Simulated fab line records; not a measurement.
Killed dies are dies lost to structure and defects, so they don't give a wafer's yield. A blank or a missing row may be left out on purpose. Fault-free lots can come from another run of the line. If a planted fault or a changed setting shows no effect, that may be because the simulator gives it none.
One fault seen from 2 desks || flow rit_cmos || what lay behind the numbers comes last; until then each desk has only its own

## METROLOGY DESK
What the gauges read, lot by lot, whatever tool the lot ran on: means of the sampled wafers that have a number. A lot is out of limits, marked OUT, if its mean lies more than 4 standard deviations from the usual mean; the brackets give that distance.
Columns: A = M1_AL_RS at RIT_M1_RS_MEAS_01, usual 0.0731 ohm/sq; B = M1_AL_THK at RIT_M1_THK_MEAS_02, usual 404 nm; C = cd_nm at RIT_M1_CD_MEAS_09, usual 2599.6 nm; D = M1_OVL at RIT_M1_OVL_MEAS_10, usual 1.5 nm
{"lot": "L235", "first seen here": "day 3 04:26", "A": 0.0727, "B": 404, "C": 2603.6, "D": 0.7}
{"lot": "L239", "first seen here": "day 4 01:31", "A": 0.0734, "B": 404, "C": 2599.8, "D": 1.7}
{"lot": "L244", "first seen here": "day 5 02:14", "A": 0.0726, "B": 407, "C": 2598.2, "D": 2.2}
{"lot": "L245", "first seen here": "day 5 06:49", "A": 0.0739, "B": 399, "C": 2598.0, "D": 0.4}
{"lot": "L246", "first seen here": "day 5 11:04", "A": 0.0723, "B": 406, "C": 2596.8, "D": 0.6}
{"lot": "L256", "first seen here": "day 7 13:42", "A": 0.0731, "B": 404, "C": 2598.2, "D": 2.1}
This desk's finding: nothing out of limits on any of the 6 lots.

## FOR THE TOOL OWNER'S DESK: litho_track-03
Per lot that ran on this tool, the mean of the sampled wafers carrying a number, from the tool's own readings at RIT_M1_HARDBAKE_11 (time 120 s). A lot is out of limits, marked OUT, if its mean lies more than 4 standard deviations from the usual mean; the brackets give that distance.
Columns: A = chill_plate_temp_C at RIT_M1_HARDBAKE_11, usual 22.99 C; B = heater_power_total_W at RIT_M1_HARDBAKE_11, usual 52.03 W; C = plate_temp_C at RIT_M1_HARDBAKE_11, usual 139.96 C
{"lot": "L235", "first seen here": "day 3 05:43", "A": 22.95, "B": 52.02, "C": 139.89}
{"lot": "L244", "first seen here": "day 5 03:29", "A": 23.00, "B": "50.28 (-29) OUT", "C": "136.25 (-29) OUT"}
{"lot": "L246", "first seen here": "day 5 12:22", "A": 22.98, "B": "50.34 (-28) OUT", "C": "136.26 (-28) OUT"}
This desk finds L244, L246 out of limits, L244 being first, at day 5 03:29 (heater_power_total_W at RIT_M1_HARDBAKE_11). In limits: L235.

## TAKEN TOGETHER
The tool owner's desk had the chance to raise an alarm at day 5 03:29 on L244, L246.
At the metrology desk, nothing out of limits was observed.
The metrology desk holds a record of L244, L246, inside its limits.
The lots listed all ran RIT_M1_HARDBAKE_11 on litho_track-03.

## WHAT THE SIMULATOR HAD PUT IN
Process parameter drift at RIT_M1_HARDBAKE_11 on litho_track-03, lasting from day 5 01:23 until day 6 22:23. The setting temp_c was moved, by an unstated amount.
Shown lots that were struck: L244, L246.
Each desk's first reading out of limits, in hours after the fault started: the tool owner's desk, 2.
